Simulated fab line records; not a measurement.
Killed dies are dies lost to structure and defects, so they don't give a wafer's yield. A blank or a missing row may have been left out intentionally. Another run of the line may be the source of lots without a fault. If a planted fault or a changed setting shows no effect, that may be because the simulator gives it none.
fab line records + flow berkeleyCmos170 + part 2 of 2: steps 30 to 39 of 39
record
- lots=5
- wafers=15
- lastDay=11
route steps=331 shown GATE@138 PLDD@145 NLDD@158 SPACER@171 PSD@175
lots that met no fault: from a run of the same line without faults
startH: the number of hours between the record's first day and the start of the first shown wafer of the lot + waitH: time in hours since the lot's previous step + " unchanged from the row above + L1.1+2: a single row standing in for several wafers + - value missing, or start not given + * or withheld: withheld + < > ~ a bound
route shown NAME@n: NAME is a module with steps in the file, n the number in the route of the first one + usual: mean and standard deviation over wafers with no fault + same: alike in all rows + chamber/n: place in a boat + sites: per-site readings + _std_site: their standard deviation + _edge_site: the outer-site mean with the inner-site mean subtracted + radiusMm: how far each site lies from the wafer's centre + mask NAME#n: copy n + behind: the last tool/chamber to shape the wafer + hold: why the lot went on hold/how many hours it stayed there/how the hold came to an end + device: whichever transistor did not switch (one of n, p or np) + end of line: the same wafers' tests at the end of the route + where a step has no rows: the recipe by itself + killed: dies lost to structure and defects at the first sort, not the wafer's yield + map: dies across one wafer; x = killed, . = not, _ = none there
set.NAME: the setting that was run; set.NAME@STEP: the one run at that earlier step + model.NAME: the simulator's own value behind a step, which no gauge read
lots at some steps of the route; a table a step, a row a wafer
services: from which hour (startH, from the record's first day; less than 0 if before it) a tool's chamber was out of use, for how many hours, and why
## steps
# step UCB170_NLDD_IMPLANT_09
# recipe
- species=As
- doseCm2=5e+13
- energyKev=30
- tiltDeg=7
- rotationDeg=180
# usual
- beamEnergyKeV=30.004/0.0099
| lot.wafer | tool         | chamber | startH | waitH | beamEnergyKeV |
|-----------|--------------|---------|--------|-------|---------------|
| L074.4    | implanter-03 | 0       | 107.68 | 0.1   | 30.007        |
| L074.5    | "            | 0       | "      | "     | 30.013        |
| L074.6    | "            | 0       | "      | "     | 30.005        |
| L077.1    | implanter-02 | 0       | 137.84 | 0.1   | 30.001        |
| L077.2    | "            | 0       | "      | "     | 29.999        |
| L077.3    | "            | 0       | "      | "     | 30.004        |
| L080.2    | implanter-02 | 0       | 141.92 | 0.1   | 30.002        |
| L080.3    | "            | 0       | "      | "     | 30.002        |
| L080.5    | "            | 0       | "      | "     | 30.009        |
| L082.1    | implanter-01 | 0       | 173.29 | 0.1   | 30.005        |
| L082.4    | "            | 0       | "      | "     | 30.001        |
| L082.6    | "            | 0       | "      | "     | 30.002        |
| L096.1    | implanter-02 | 0       | 232.25 | 0.1   | 30.003        |
| L096.3    | "            | 0       | "      | "     | 30.009        |
| L096.4    | "            | 0       | "      | "     | 30.026        |
# step UCB170_NLDD_STRIP_10
# recipe
- chemistry=O2
- powerW=400
- pressureMtorr=3500
- platenTempC=withheld
- o2FlowSccm=400
- overashFraction=0.5
# usual
- drypumpMotorCurrentA=5.58/0.24
- oesProductAu=0.734/0.0047
- stripTimeToEndpointS=21.64/0.063
# same
- overashFraction=0.5
| lot.wafer | tool           | chamber | startH | waitH | drypumpMotorCurrentA | oesProductAu | rfHoursCounterH | stripTimeToEndpointS |
|-----------|----------------|---------|--------|-------|----------------------|--------------|-----------------|----------------------|
| L074.4    | plasmaAsher-02 | 1       | 107.79 | 0.1   | 5.53                 | 0.729        | -               | 21.67                |
| L074.5    | "              | 1       | "      | "     | 5.52                 | 0.732        | -               | 21.64                |
| L074.6    | "              | 0       | "      | "     | 5.55                 | 0.737        | -               | 21.64                |
| L077.1    | plasmaAsher-02 | 1       | 137.99 | 0.1   | 5.52                 | 0.732        | 38              | 21.66                |
| L077.2    | "              | 0       | "      | "     | 5.59                 | 0.740        | 38              | 21.66                |
| L077.3    | "              | 0       | "      | "     | 5.58                 | 0.743        | -               | 21.66                |
| L080.2    | plasmaAsher-04 | 0       | 142.04 | 0.1   | 6.06                 | 0.737        | 49              | 21.52                |
| L080.3    | "              | 0       | "      | "     | 6.03                 | 0.738        | -               | 21.59                |
| L080.5    | "              | 1       | "      | "     | 5.23                 | 0.727        | -               | 21.60                |
| L082.1    | plasmaAsher-02 | 0       | 173.44 | 0.1   | 5.54                 | 0.727        | 41              | 21.60                |
| L082.4    | "              | 1       | "      | "     | 5.55                 | 0.739        | -               | 21.56                |
| L082.6    | "              | 0       | "      | "     | 5.55                 | 0.735        | -               | 21.61                |
| L096.1    | plasmaAsher-02 | 1       | 232.40 | 0.1   | 5.54                 | 0.731        | 47              | 21.61                |
| L096.3    | "              | 0       | "      | "     | 5.54                 | 0.732        | -               | 21.75                |
| L096.4    | "              | 1       | "      | "     | 5.51                 | 0.735        | -               | 21.67                |
# step UCB170_NLDD_TW_MEAS_11
# usual
- NLDD_TW=2220/22
| lot.wafer | tool         | chamber | startH | waitH | NLDD_TW |
|-----------|--------------|---------|--------|-------|---------|
| L074.4    | filmMetro-01 | -       | 107.88 | 0.1   | 2178    |
| L074.5    | "            | -       | "      | "     | 2187    |
| L074.6    | "            | -       | "      | "     | 2176    |
| L077.1    | filmMetro-02 | -       | 138.09 | 0.1   | 2234    |
| L077.2    | "            | -       | "      | "     | 2232    |
| L077.3    | "            | -       | "      | "     | 2234    |
| L080.2    | filmMetro-01 | -       | 142.15 | 0.1   | 2193    |
| L080.3    | "            | -       | "      | "     | 2198    |
| L080.5    | "            | -       | "      | "     | 2204    |
| L082.1    | filmMetro-02 | -       | 173.54 | 0.1   | 2220    |
| L082.4    | "            | -       | "      | "     | 2225    |
| L082.6    | "            | -       | "      | "     | 2219    |
| L096.1    | filmMetro-03 | -       | 232.50 | 0.1   | 2243    |
| L096.3    | "            | -       | "      | "     | 2251    |
| L096.4    | "            | -       | "      | "     | 2249    |
# step UCB170_NLDD_CLEAN_12
# recipe
- chemistry=SPM
- tempC=120
- timeS=600
| lot.wafer  | tool        | chamber | startH | waitH |
|------------|-------------|---------|--------|-------|
| L074.4+5+6 | wetBench-03 | 0       | 107.94 | 0.1   |
| L077.1+2+3 | wetBench-04 | 3       | 138.15 | 0.1   |
| L080.2+3+5 | wetBench-04 | 3       | 142.20 | 0.0   |
| L082.1+4+6 | wetBench-04 | 1       | 173.62 | 0.1   |
| L096.1+3+4 | wetBench-01 | 3       | 232.56 | 0.1   |
# step UCB170_SPACER_CVD_00
# recipe
- material=SiO2
- targetThkNm=376
- tempC=390
- precursor=TEOS/O2
- timeS=47
- rfW=550
- pressureMtorr=9000
# usual
- heaterPowerW=268/43
| lot.wafer | tool     | chamber | startH | waitH | heaterPowerW |
|-----------|----------|---------|--------|-------|--------------|
| L074.4    | pecvd-03 | 2       | 108.14 | 0.0   | 284          |
| L074.5    | "        | 0       | "      | "     | 216          |
| L074.6    | "        | 1       | "      | "     | 320          |
| L077.1    | pecvd-04 | 2       | 138.32 | 0.0   | 383          |
| L077.2    | "        | 1       | "      | "     | 313          |
| L077.3    | "        | 0       | "      | "     | 236          |
| L080.2    | pecvd-03 | 2       | 142.38 | 0.0   | 289          |
| L080.3    | "        | 1       | "      | "     | 261          |
| L080.5    | "        | 0       | "      | "     | 298          |
| L082.1    | pecvd-03 | 0       | 173.81 | 0.0   | 314          |
| L082.4    | "        | 1       | "      | "     | 295          |
| L082.6    | "        | 0       | "      | "     | 215          |
| L096.1    | pecvd-03 | 2       | 232.91 | 0.0   | 283          |
| L096.3    | "        | 0       | "      | "     | 225          |
| L096.4    | "        | 2       | "      | "     | 292          |
# step UCB170_SPACER_THK_MEAS_01
# recipe
- reads=SiO2_of_SPACER_CVD_00
# usual
- SPACER_TEOS_THK=376/5.3
| lot.wafer | tool         | chamber | startH | waitH | SPACER_TEOS_THK[nm] |
|-----------|--------------|---------|--------|-------|---------------------|
| L074.4    | filmMetro-04 | -       | 108.19 | 0.0   | 382                 |
| L074.5    | "            | -       | "      | "     | 385                 |
| L074.6    | "            | -       | "      | "     | 389                 |
| L077.1    | filmMetro-02 | -       | 138.36 | 0.0   | 374                 |
| L077.2    | "            | -       | "      | "     | 378                 |
| L077.3    | "            | -       | "      | "     | 376                 |
| L080.2    | filmMetro-04 | -       | 142.43 | 0.0   | 377                 |
| L080.3    | "            | -       | "      | "     | 377                 |
| L080.5    | "            | -       | "      | "     | 379                 |
| L082.1    | filmMetro-02 | -       | 173.85 | 0.0   | 370                 |
| L082.4    | "            | -       | "      | "     | 383                 |
| L082.6    | "            | -       | "      | "     | 376                 |
| L096.1    | filmMetro-04 | -       | 232.95 | 0.0   | 367                 |
| L096.3    | "            | -       | "      | "     | 371                 |
| L096.4    | "            | -       | "      | "     | 374                 |
# step UCB170_SPACER_ANNEAL_02
# recipe
- tempC=900
- timeS=1800
- ambient=N2
# usual
- spikeTcCentreC=902.7/1
- spikeTcLoadC=927.9/1.5
| lot.wafer | tool       | chamber | startH | waitH | spikeTcCentreC | spikeTcLoadC |
|-----------|------------|---------|--------|-------|----------------|--------------|
| L074.4    | furnace-03 | 0       | 111.17 | 3.0   | 903.5          | 925.3        |
| L074.5    | "          | 0       | "      | "     | 903.9          | 925.0        |
| L074.6    | "          | 0       | "      | "     | 902.7          | 928.3        |
| L077.1    | furnace-01 | 0       | 143.50 | 5.1   | 901.8          | 928.3        |
| L077.2    | "          | 0       | "      | "     | 902.2          | 927.6        |
| L077.3    | "          | 0       | "      | "     | 902.4          | 928.7        |
| L080.2    | furnace-01 | 0       | 143.50 | 1.1   | 902.7          | 930.2        |
| L080.3    | "          | 0       | "      | "     | 901.1          | 930.2        |
| L080.5    | "          | 0       | "      | "     | 901.7          | 929.4        |
| L082.1    | furnace-01 | 0       | 175.97 | 2.1   | 903.8          | 927.7        |
| L082.4    | "          | 0       | "      | "     | 900.7          | 928.0        |
| L082.6    | "          | 0       | "      | "     | 902.2          | 929.9        |
| L096.1    | furnace-04 | 0       | 238.16 | 5.2   | 901.8          | 927.9        |
| L096.3    | "          | 0       | "      | "     | 902.5          | 926.1        |
| L096.4    | "          | 0       | "      | "     | 903.2          | 929.0        |
# step UCB170_SPACER_ETCHBACK_03
# recipe
- stopOn=Si
- target=SiO2
- chemistry=CHF3/CF4/Ar
- CHF3_flow_sccm=50
- cf4FlowSccm=10
- Ar_flow_sccm=120
- pressureMtorr=200
- rfW=500
- targetDepthA=3760
- timeS=100
# usual
- cf4FlowSccm=10.00/0.031
- drypumpMotorCurrentA=5.9/0.5
- oesProductAu=0.898/0.02
- throttleValvePct=6.49/0.12
| lot.wafer | tool       | chamber | startH | waitH | cf4FlowSccm | drypumpMotorCurrentA | oesProductAu | rfHoursCounterH | throttleValvePct |
|-----------|------------|---------|--------|-------|-------------|----------------------|--------------|-----------------|------------------|
| L074.4    | rieDiel-03 | 2       | 112.67 | 0.0   | 10.01       | 6.6                  | 0.893        | 96              | 6.60             |
| L074.5    | "          | 0       | "      | "     | 10.00       | 6.7                  | 0.901        | -               | 6.50             |
| L074.6    | "          | 3       | "      | "     | 9.98        | 5.7                  | 0.930        | -               | 6.40             |
| L077.1    | rieDiel-03 | 0       | 145.00 | 0.0   | 9.97        | 6.7                  | 0.881        | 74              | 6.50             |
| L077.2    | "          | 2       | "      | "     | 10.01       | 6.6                  | 0.886        | 98              | 6.62             |
| L077.3    | "          | 3       | "      | "     | 10.06       | 5.6                  | 0.910        | 92              | 6.39             |
| L080.2    | rieDiel-02 | 2       | 145.00 | 0.0   | 9.99        | 5.4                  | 0.929        | 124             | 6.24             |
| L080.3    | "          | 3       | "      | "     | 9.98        | 5.8                  | 0.898        | 132             | 6.58             |
| L080.5    | "          | 3       | "      | "     | 9.96        | 5.8                  | 0.899        | -               | 6.60             |
| L082.1    | rieDiel-03 | 3       | 177.47 | 0.0   | 9.99        | 5.7                  | 0.899        | 93              | 6.39             |
| L082.4    | "          | 1       | "      | "     | 10.06       | 5.8                  | 0.894        | 106             | 6.53             |
| L082.6    | "          | 0       | "      | "     | 10.01       | 6.7                  | 0.881        | -               | 6.49             |
| L096.1    | rieDiel-03 | 3       | 239.66 | 0.0   | 10.03       | 5.7                  | 0.895        | 95              | 6.39             |
| L096.3    | "          | 1       | "      | "     | 10.06       | 5.8                  | 0.872        | 108             | 6.51             |
| L096.4    | "          | 2       | "      | "     | 9.96        | 6.6                  | 0.880        | 102             | 6.60             |
# step UCB170_PSD_HMDS_00
# recipe
- primeTimeS=60
- primeTempC=100
| lot.wafer  | tool          | chamber | startH | waitH |
|------------|---------------|---------|--------|-------|
| L074.4+5+6 | lithoTrack-03 | 0       | 112.81 | 0.1   |
| L077.1+2+3 | lithoTrack-01 | 0       | 145.07 | 0.0   |
| L080.2+3+5 | lithoTrack-03 | 0       | 145.10 | 0.1   |
| L082.1+4+6 | lithoTrack-01 | 0       | 177.80 | 0.3   |
| L096.1+3+4 | lithoTrack-01 | 0       | 239.75 | 0.1   |
# step UCB170_PSD_COAT_01
# recipe
- resist=KrF
- spinRpm=1500
- resistThkNm=900
| lot.wafer  | tool          | chamber | startH | waitH |
|------------|---------------|---------|--------|-------|
| L074.4+5+6 | lithoTrack-03 | 0       | 112.96 | 0.1   |
| L077.1+2+3 | lithoTrack-01 | 0       | 145.22 | 0.1   |
| L080.2+3+5 | lithoTrack-03 | 0       | 145.25 | 0.1   |
| L082.1+4+6 | lithoTrack-01 | 0       | 177.95 | 0.1   |
| L096.1+3+4 | lithoTrack-01 | 0       | 239.90 | 0.1   |
## services
| tool           | chamber | startH | hours | kind   |
|----------------|---------|--------|-------|--------|
| krfScanner-01  | -       | 83.13  | 3.6   | pm     |
| krfScanner-02  | -       | 86.71  | 3.6   | pm     |
| rieDiel-03     | 0       | 87.82  | 2.1   | repair |
| krfScanner-01  | -       | 99.09  | 1.0   | pm     |
| rieDiel-03     | -       | 103.99 | 0.5   | repair |
| krfScanner-01  | -       | 104.78 | 1.3   | pm     |
| krfScanner-01  | -       | 106.19 | 4.1   | repair |
| implanter-01   | -       | 112.39 | 1.4   | repair |
| krfScanner-02  | -       | 118.17 | 14.8  | repair |
| implanter-02   | -       | 122.15 | 0.6   | repair |
| krfScanner-01  | -       | 128.88 | 0.6   | repair |
| rieDiel-03     | 1       | 133.11 | 6.4   | repair |
| implanter-03   | -       | 142.89 | 2.8   | repair |
| implanter-03   | -       | 154.85 | 2.6   | repair |
| plasmaAsher-01 | -       | 168.90 | 10.0  | pm     |
| krfScanner-01  | -       | 182.40 | 1.9   | repair |
| implanter-01   | -       | 185.11 | 0.5   | repair |
| implanter-03   | -       | 196.44 | 2.5   | repair |
| plasmaAsher-02 | -       | 205.49 | 1.3   | repair |
| krfScanner-02  | -       | 211.42 | 1.6   | repair |
| krfScanner-01  | -       | 216.96 | 3.3   | repair |
| krfScanner-02  | -       | 230.42 | 1.3   | pm     |
| krfScanner-01  | -       | 233.52 | 0.8   | pm     |
| implanter-03   | -       | 236.64 | 10.1  | pm     |
